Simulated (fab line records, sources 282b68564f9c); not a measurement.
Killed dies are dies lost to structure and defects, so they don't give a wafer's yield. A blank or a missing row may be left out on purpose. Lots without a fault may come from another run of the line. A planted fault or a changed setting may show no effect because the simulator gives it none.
fab line records | flow rit_cmos
record lots=14 wafers=42 last_day=7
route steps=202 shown M1@198
lots that met no fault: from a run of the same line without faults
start_h: hours from the record's first day to the start of the lot's first wafer shown | wait_h: hours since the lot's step before | " the same as in the row above | L1.1+2: a row that stands for several wafers | - no value, or no start given | * or withheld: withheld | < > ~ a bound
route shown NAME@n: a module of which the file shows steps, and the number in the route of the first | usual: mean/standard deviation of fault-free wafers | same: alike in all rows | chamber/n: place in a boat | sites: the reading at each site | _std_site: their standard deviation | _edge_site: outer sites' mean less inner sites' | radius_mm: how far each site lies from the wafer's centre | mask NAME#n: copy n | behind: the tool/chamber that last shaped the wafer | hold: why the lot was held/for how many hours/how that ended | device: the transistor (n, p or np) that didn't switch | end of line: the same wafers' tests at the end of the route | a step without rows: its recipe alone | killed: dies lost to structure and defects at the first sort, not the wafer's yield | map: a wafer's dies, x killed, . not, _ none there
set.NAME: the setting as run; set.NAME@STEP: as run at that earlier step | model.NAME: the simulator's own value behind a step, which no gauge read
steps of the route over a sample of lots; a table a step, a row a wafer
services: from which hour (start_h, from the record's first day; less than 0 if before it) a tool's chamber was out of use, for how many hours, and why
## steps
# step RIT_M1_STRIP_14
# recipe chemistry=O2 time_s=180 platen_temp_c=withheld power_w=500 pressure_mtorr=4000 o2_flow_sccm=4000
# usual drypump_motor_current_A=5.67/0.3
# columns lot.wafer tool chamber start_h wait_h drypump_motor_current_A rf_hours_counter_h
L814.2 plasma_asher-02 1 64.73 0.0 5.69 26
L814.4 " 0 " " 5.12 -
L814.6 " 0 " " 5.11 -
L815.3 plasma_asher-02 1 66.83 0.1 5.70 -
L815.5 " 1 " " 5.70 -
L815.6 " 0 " " 5.12 -
L817.1 plasma_asher-04 1 84.25 0.0 5.64 45
L817.2 " 0 " " 5.92 45
L817.3 " 0 " " 5.94 -
L819.2 plasma_asher-01 1 91.85 0.0 6.06 44
L819.3 " 1 " " 6.07 -
L819.4 " 0 " " 5.56 -
L818.2 plasma_asher-04 0 92.28 0.0 5.92 46
L818.3 " 0 " " 5.93 -
L818.6 " 1 " " 5.67 -
L821.1 plasma_asher-04 1 106.81 0.0 5.66 47
L821.4 " 0 " " 5.92 -
L821.5 " 1 " " 5.70 -
L824.3 plasma_asher-02 0 121.07 0.1 5.12 -
L824.5 " 0 " " 5.14 -
L824.6 " 1 " " 5.69 -
L826.1 plasma_asher-01 0 126.19 0.0 5.55 49
L826.2 " 1 " " 6.08 49
L826.3 " 1 " " 6.07 -
L827.1 plasma_asher-01 0 130.47 0.0 5.57 49
L827.5 " 0 " " 5.57 -
L827.6 " 1 " " 6.06 -
L828.2 plasma_asher-04 1 133.83 0.0 5.67 51
L828.3 " 0 " " 5.93 -
L828.5 " 1 " " 5.65 -
L830.3 plasma_asher-02 0 146.29 0.1 5.12 -
L830.5 " 0 " " 5.11 -
L830.6 " 1 " " 5.68 -
L832.3 plasma_asher-04 1 156.35 0.1 5.65 -
L832.4 " 0 " " 5.93 -
L832.6 " 0 " " 5.93 -
L833.1 plasma_asher-04 1 164.87 0.0 5.66 53
L833.2 " 0 " " 5.92 53
L833.4 " 0 " " 5.92 -
L835.1 plasma_asher-02 1 174.74 0.0 5.69 37
L835.5 " 0 " " 5.10 -
L835.6 " 1 " " 5.70 -
# step RIT_M1_PROBE_99
# usual defect_limited_yield=97.6/1.2 killed_at_M0_to_M3=0.0/0.12 killed_at_contacts=0.1/0.23 killed_at_front_end=6/3.1 killed_dies=6/3.1 killed_on_rim=1.7/1.3 killed_open=3.2/1.9 killed_short=3.2/2.1 sort_bin_3_pad_short=0.1/0.22 sort_bin_5_function=1.5/0.86 sort_bin_6_memory=0.9/0.61 sort_n_pass=258/3.1 sort_yield_pct=97.6/1.2
# same gross_dies=264 killed_at_M4_up=0 killed_at_back_side=0 killed_at_other=0
# columns lot.wafer tool chamber start_h wait_h hold defect_limited_yield[%] killed_at_M0_to_M3 killed_at_contacts killed_at_front_end killed_dies killed_on_rim killed_open killed_short sort_bin_3_pad_short[%] sort_bin_5_function[%] sort_bin_6_memory[%] sort_n_pass sort_yield_pct[%]
L814.2 prober-01 - 66.70 0.1 - 99.2 0 0 2 2 0 2 0 0 0.8 0 262 99.2
L814.4 prober-01 - 66.80 0.2 - 97.3 0 0 7 7 2 4 3 0 2.3 0.4 257 97.3
L814.6 prober-01 - 66.90 0.2 - 97.0 0 0 8 8 2 3 5 0 1.9 1.1 256 97.0
L815.3 prober-02 - 68.79 0.2 - 94.3 0 0 15 15 6 6 9 0 3.8 1.9 249 94.3
L815.5 prober-02 - 68.89 0.2 - 98.1 0 0 5 5 2 3 2 0 1.1 0.8 259 98.1
L815.6 prober-02 - 68.94 0.2 - 98.9 0 0 3 3 1 0 3 0 1.1 0 261 98.9
L817.1 prober-02 - 86.17 0.1 - 98.1 0 0 5 5 1 3 2 0 1.1 0.8 259 98.1
L817.2 prober-02 - 86.22 0.1 - 97.7 0 0 6 6 1 2 4 0 2.3 0 258 97.7
L817.3 prober-02 - 86.27 0.2 - 98.9 0 0 3 3 1 0 3 0.8 0.4 0 261 98.9
L819.2 prober-01 - 93.86 0.1 - 97.7 0 0 6 6 2 3 3 0 2.3 0 258 97.7
L819.3 prober-01 - 93.91 0.2 - 99.6 0 0 1 1 0 1 0 0 0.4 0 263 99.6
L819.4 prober-01 - 93.96 0.2 - 97.3 0 0 7 7 0 3 4 0.4 0.8 1.5 257 97.3
L818.2 prober-02 - 95.36 0.1 - 98.5 0 0 4 4 1 3 1 0 0.8 0.8 260 98.5
L818.3 prober-02 - 95.41 0.2 - 98.5 0 0 4 4 0 0 4 0.4 0.4 0.8 260 98.5
L818.6 prober-02 - 95.56 0.2 - 98.1 0 0 5 5 1 3 2 0 1.1 0.8 259 98.1
L821.1 prober-02 - 108.72 0.1 - 97.3 0 0 7 7 1 4 3 0 0.8 1.9 257 97.3
L821.4 prober-02 - 108.87 0.2 - 97.7 0 1 5 6 1 2 4 0 1.5 0.8 258 97.7
L821.5 prober-02 - 108.92 0.2 - 97.3 0 1 6 7 1 3 4 0 1.9 0.8 257 97.3
L824.3 prober-01 - 123.03 0.2 - 98.5 0 0 4 4 1 4 0 0 1.1 0.4 260 98.5
L824.5 prober-01 - 123.13 0.2 - 96.2 0 0 10 10 4 5 4 0 0.8 3.0 254 96.2
L824.6 prober-01 - 123.18 0.2 - 98.1 0 0 5 5 0 3 2 0.4 0.8 0.8 259 98.1
L826.1 prober-01 - 158.74 0.1 - 95.1 0 0 13 13 2 6 7 1.1 3.0 0.8 251 95.1
L826.2 prober-01 - 158.79 0.1 - 98.9 0 0 3 3 1 2 1 0 0.8 0.4 261 98.9
L826.3 prober-01 - 158.84 0.2 - 97.3 0 0 7 7 0 2 5 0.4 1.9 0.4 257 97.3
L827.1 prober-02 - 158.74 0.1 - 96.2 0 0 10 10 3 3 7 0.4 1.1 2.3 254 96.2
L827.5 prober-02 - 158.94 0.2 - 97.7 0 0 6 6 1 6 0 0 1.9 0.4 258 97.7
L827.6 prober-02 - 158.99 0.2 - 99.2 0 0 2 2 2 2 0 0 0.8 0 262 99.2
L828.2 prober-02 - 159.09 0.3 - 98.5 0 0 4 4 1 3 1 0 0.8 0.8 260 98.5
L828.3 prober-02 - 159.14 0.3 - 97.0 0 0 8 8 5 5 3 0.4 1.9 0.8 256 97.0
L828.5 prober-02 - 159.24 0.4 - 97.3 0 1 6 7 1 2 5 0 1.9 0.8 257 97.3
L830.3 prober-01 - 159.14 0.4 - 98.5 0 0 4 4 0 2 2 0 0.8 0.8 260 98.5
L830.5 prober-01 - 159.24 0.5 - 97.3 0 0 7 7 1 2 5 0.4 1.1 1.1 257 97.3
L830.6 prober-01 - 159.29 0.5 - 97.3 0 0 7 7 1 3 4 0 1.9 0.8 257 97.3
L832.3 prober-02 - 159.44 0.6 await_dispo/1.2h/release 89.4 18 0 10 28 10 4 6 0.4 8.3 1.9 236 89.4
L832.4 prober-02 - 159.49 0.6 await_dispo/1.2h/release 89.0 21 0 8 29 7 1 7 1.5 6.8 2.7 235 89.0
L832.6 prober-02 - 159.59 0.7 await_dispo/1.2h/release 86.0 24 0 13 37 7 7 6 1.5 8.7 3.8 227 86.0
L833.1 prober-02 - 166.78 0.1 await_dispo/2.6h/release 90.9 16 0 8 24 12 4 4 1.5 4.5 3.0 240 90.9
L833.2 prober-02 - 166.83 0.1 await_dispo/2.6h/release 84.8 23 0 17 40 9 10 7 1.9 10.2 3.0 224 84.8
L833.4 prober-02 - 166.93 0.2 await_dispo/2.6h/release 87.9 24 0 8 32 7 4 4 2.3 8.0 1.9 232 87.9
L835.1 prober-02 - 176.66 0.1 - 97.7 0 0 6 6 1 4 2 0 0.8 1.5 258 97.7
L835.5 prober-02 - 176.86 0.2 - 98.5 0 0 4 4 1 2 2 0.4 1.1 0 260 98.5
L835.6 prober-02 - 176.91 0.2 - 98.5 0 0 4 4 2 1 3 0 0.8 0.8 260 98.5
# killed by level:class
L814.2 GATE:geometric_particle:open=2
L814.4 SPACER:geometric_particle:open=2 FOX2:geometric_particle:open=1 GATE:geometric_particle:short=1 REOX:geometric_particle:open=1 SPACER:geometric_particle:short=1 SILICIDE:geometric_particle:short=1
L814.6 FOX2:geometric_particle:short=3 GATE:geometric_particle:open=2 GATE:geometric_particle:short=2 FOX2:geometric_particle:open=1
L815.3 REOX:geometric_particle:short=4 GATE:geometric_particle:short=3 REOX:geometric_particle:open=2 SPACER:geometric_particle:open=2 SPACER:geometric_particle:short=2 FOX1:geometric_particle:open=1 GATE:geometric_particle:open=1
L815.5 FOX1:geometric_particle:open=1 FOX2:geometric_particle:short=1 GATE:geometric_particle:short=1 REOX:geometric_particle:open=1 SPACER:geometric_particle:open=1
L815.6 FOX1:geometric_particle:short=1 GATE:geometric_particle:short=1 SILICIDE:geometric_particle:short=1
L817.1 GATE:geometric_particle:short=2 GATE:geometric_particle:open=2 REOX:geometric_particle:open=1
L817.2 REOX:geometric_particle:open=2 GATE:geometric_particle:short=1 REOX:geometric_particle:short=1 SPACER:geometric_particle:short=1 SILICIDE:geometric_particle:short=1
L817.3 FOX1:geometric_particle:short=1 GATE:geometric_particle:short=1 SILICIDE:geometric_particle:short=1
L819.2 FOX1:geometric_particle:short=2 FOX1:geometric_particle:open=1 GATE:geometric_particle:short=1 GATE:geometric_particle:open=1 SILICIDE:geometric_particle:open=1
L819.3 SPACER:geometric_particle:open=1
L819.4 FOX1:geometric_particle:short=2 REOX:geometric_particle:open=2 SPACER:geometric_particle:short=2 FOX1:geometric_particle:open=1
L818.2 FOX1:geometric_particle:open=1 GATE:geometric_particle:short=1 GATE:geometric_particle:open=1 REOX:geometric_particle:open=1
L818.3 GATE:geometric_particle:short=3 SILICIDE:geometric_particle:short=1
L818.6 GATE:geometric_particle:open=2 FOX1:geometric_particle:open=1 FOX1:geometric_particle:short=1 SILICIDE:geometric_particle:short=1
L821.1 REOX:geometric_particle:open=3 GATE:geometric_particle:short=2 GATE:geometric_particle:open=1 SPACER:geometric_particle:short=1
L821.4 GATE:geometric_particle:open=2 GATE:geometric_particle:short=2 FOX2:geometric_particle:short=1 CONTACT:geometric_particle:short=1
L821.5 SPACER:geometric_particle:open=2 FOX1:geometric_particle:short=1 FOX2:geometric_particle:open=1 FOX2:geometric_particle:short=1 GATE:geometric_particle:short=1 CONTACT:geometric_particle:short=1
L824.3 FOX1:geometric_particle:open=2 REOX:geometric_particle:open=2
L824.5 GATE:geometric_particle:open=3 ACTIVE:geometric_particle:short=1 FOX2:geometric_particle:open=1 FOX2:geometric_particle:short=1 GATE:geometric_particle:short=1 REOX:geometric_particle:open=1 REOX:geometric_particle:short=1 PLDD:coat_microbubble_printed=1
L824.6 GATE:geometric_particle:open=3 GATE:geometric_particle:short=1 REOX:geometric_particle:short=1
L826.1 GATE:geometric_particle:open=3 GATE:geometric_particle:short=3 REOX:geometric_particle:short=2 FOX1:geometric_particle:short=1 FOX2:geometric_particle:short=1 FOX2:geometric_particle:open=1 REOX:geometric_particle:open=1 SILICIDE:geometric_particle:open=1
L827.1 GATE:geometric_particle:short=3 FOX1:geometric_particle:short=1 FOX1:geometric_particle:open=1 REOX:geometric_particle:open=1 REOX:geometric_particle:short=1 SPACER:geometric_particle:short=1 SILICIDE:geometric_particle:short=1 SILICIDE:geometric_particle:open=1
L826.2 GATE:geometric_particle:open=2 FOX2:geometric_particle:short=1
L826.3 REOX:geometric_particle:short=3 FOX2:geometric_particle:short=2 FOX1:geometric_particle:open=1 FOX2:geometric_particle:open=1
L827.5 GATE:geometric_particle:open=2 REOX:geometric_particle:open=2 SPACER:geometric_particle:open=1 SILICIDE:geometric_particle:open=1
L827.6 FOX1:geometric_particle:open=1 SILICIDE:geometric_particle:open=1
L828.2 GATE:geometric_particle:open=1 GATE:geometric_particle:short=1 REOX:geometric_particle:open=1 SPACER:geometric_particle:open=1
L828.3 GATE:geometric_particle:open=4 FOX1:geometric_particle:open=1 FOX2:geometric_particle:short=1 REOX:geometric_particle:short=1 SILICIDE:geometric_particle:short=1
L830.3 GATE:geometric_particle:short=2 FOX1:geometric_particle:open=1 GATE:geometric_particle:open=1
L828.5 FOX2:geometric_particle:short=2 GATE:geometric_particle:short=2 GATE:geometric_particle:open=1 SPACER:geometric_particle:short=1 CONTACT:geometric_particle:open=1
L830.5 FOX1:geometric_particle:short=2 GATE:geometric_particle:short=1 GATE:geometric_particle:open=1 REOX:geometric_particle:short=1 SPACER:geometric_particle:open=1 SPACER:geometric_particle:short=1
L830.6 SILICIDE:geometric_particle:short=3 FOX1:geometric_particle:open=1 FOX2:geometric_particle:short=1 GATE:geometric_particle:open=1 SILICIDE:geometric_particle:open=1
L832.3 M1:unspecified=18 GATE:geometric_particle:short=4 GATE:geometric_particle:open=3 FOX1:geometric_particle:short=2 FOX1:geometric_particle:open=1
L832.4 M1:unspecified=21 GATE:geometric_particle:short=4 REOX:geometric_particle:short=2 REOX:geometric_particle:open=1 SPACER:geometric_particle:short=1
L832.6 M1:unspecified=24 GATE:geometric_particle:open=5 FOX1:geometric_particle:short=3 GATE:geometric_particle:short=3 REOX:geometric_particle:open=2
L833.1 M1:unspecified=16 GATE:geometric_particle:short=2 FOX1:geometric_particle:short=1 FOX1:geometric_particle:open=1 GATE:geometric_particle:open=1 SPACER:geometric_particle:open=1 SILICIDE:geometric_particle:short=1 SILICIDE:geometric_particle:open=1
L833.2 M1:unspecified=23 GATE:geometric_particle:short=4 REOX:geometric_particle:open=4 GATE:geometric_particle:open=3 FOX1:geometric_particle:short=2 FOX1:geometric_particle:open=2 FOX2:geometric_particle:open=1 SPACER:geometric_particle:short=1
L833.4 M1:unspecified=24 GATE:geometric_particle:open=3 GATE:geometric_particle:short=2 REOX:geometric_particle:short=1 SPACER:geometric_particle:short=1 SPACER:geometric_particle:open=1
L835.1 SILICIDE:geometric_particle:open=2 GATE:geometric_particle:short=1 GATE:geometric_particle:open=1 REOX:geometric_particle:open=1 REOX:geometric_particle:short=1
L835.5 ACTIVE:geometric_particle:open=1 GATE:geometric_particle:short=1 SILICIDE:geometric_particle:short=1 SILICIDE:geometric_particle:open=1
L835.6 SILICIDE:geometric_particle:short=3 GATE:geometric_particle:open=1
## services
# columns tool chamber start_h hours kind
plasma_asher-02 - 48.76 7.4 repair
plasma_asher-02 - 97.46 1.3 repair
plasma_asher-04 - 125.17 1.5 repair
plasma_asher-01 - 160.25 2.8 pm
## key
first_sign step=RIT_M1_PROBE_99 reading=killed_at_M0_to_M3 direction=up sigmas=21 usual=0.0 struck=21
effect step=RIT_M1_PROBE_99 reading=sort_n_pass direction=down sigmas=8.1 usual=258 struck=232
met_at RIT_M1_STRIP_14
struck_lots L832,L833
onset_between 133.83 156.35
fault kind=chamber_particle_source tool=plasma_asher-04 chamber=- onset_h=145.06 steps=RIT_M1_STRIP_14 rate_per_visit_cm2=0.46725 end_h=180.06
